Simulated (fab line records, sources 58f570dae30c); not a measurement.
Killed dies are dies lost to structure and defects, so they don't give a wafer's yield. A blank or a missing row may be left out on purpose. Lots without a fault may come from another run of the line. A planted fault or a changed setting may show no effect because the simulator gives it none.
Chamber matching | flow berkeley_cmos170 | UCB170_V2_ETCH_14 on rie_diel-03: 4 sister chambers
The step etches SiO2 in CHF3/CF4/Ar, stops on Al, target depth 1250 nm, time 291 s. 16 wafers are shown with their chamber, then 8 later ones without.

WAFERS WITH THEIR CHAMBER
wafer  | chamber | drypump_motor_current_A (A) | throttle_valve_pct (%) | oes_product_au (a.u.)
L825.2 | 1       | 5.9                         | 7.05                   | 0.855
L825.3 | 2       | 5.7                         | 7.08                   | 0.881
L825.6 | 2       | 5.7                         | 7.05                   | 0.883
L826.2 | 3       | 5.4                         | 6.98                   | 0.870
L826.3 | 1       | 5.9                         | 7.06                   | 0.849
L826.4 | 0       | 6.2                         | 6.80                   | 0.871
L827.2 | 0       | 6.2                         | 6.79                   | 0.875
L827.5 | 1       | 6.0                         | 7.05                   | 0.854
L827.6 | 0       | 6.2                         | 6.78                   | 0.874
L832.1 | 0       | 6.2                         | 6.78                   | 0.867
L832.4 | 2       | 5.7                         | 7.07                   | 0.886
L832.5 | 1       | 5.9                         | 7.05                   | 0.853
L834.2 | 3       | 5.4                         | 6.98                   | 0.876
L834.4 | 2       | 5.7                         | 7.06                   | 0.879
L834.5 | 0       | 6.2                         | 6.80                   | 0.871
L838.2 | 3       | 5.4                         | 6.97                   | 0.873

SIGNATURES (means of the wafers above)
reading                 | chamber 0 | chamber 1 | chamber 2 | chamber 3 | scatter within a chamber
drypump_motor_current_A | 6.200     | 5.925     | 5.700     | 5.400     | 0.025
throttle_valve_pct      | 6.7900    | 7.0525    | 7.0650    | 6.9767    | 0.00932
oes_product_au          | 0.87160   | 0.85275   | 0.88225   | 0.87300   | 0.00295
Rule: a wafer's distance from a chamber is the root of the sum, over the readings, of the square of ((its reading less the chamber's mean) divided by the reading's scatter). The wafer belongs to the nearest chamber; if the next one is less than 2 further off, it can't be placed. The scatter: the root of (the sum of the squares of (reading less its chamber's mean) over the shown wafers, divided by (wafers less chambers)).

WAFERS WITHOUT THEIR CHAMBER
wafer  | drypump_motor_current_A (A) | throttle_valve_pct (%) | oes_product_au (a.u.)
L838.3 | 6.3                         | 6.79                   | 0.869
L838.4 | 5.7                         | 7.09                   | 0.886
L836.1 | 5.7                         | 7.06                   | 0.886
L836.4 | 5.4                         | 6.98                   | 0.883
L836.6 | 5.7                         | 7.07                   | 0.897
L845.2 | 5.7                         | 7.05                   | 0.893
L845.3 | 5.4                         | 7.00                   | 0.878
L845.4 | 6.2                         | 6.81                   | 0.862

WHICH CHAMBER EACH WENT THROUGH
wafer  | from the rows above | in truth
L838.3 | 0                   | 0
L838.4 | 2                   | 2
L836.1 | 2                   | 2
L836.4 | 3                   | 3
L836.6 | 2                   | 2
L845.2 | 2                   | 2
L845.3 | 3                   | 3
L845.4 | 0                   | 0
Placed correctly: 8 of 8. Can't be placed from these rows: 0. Placed wrongly: 0.
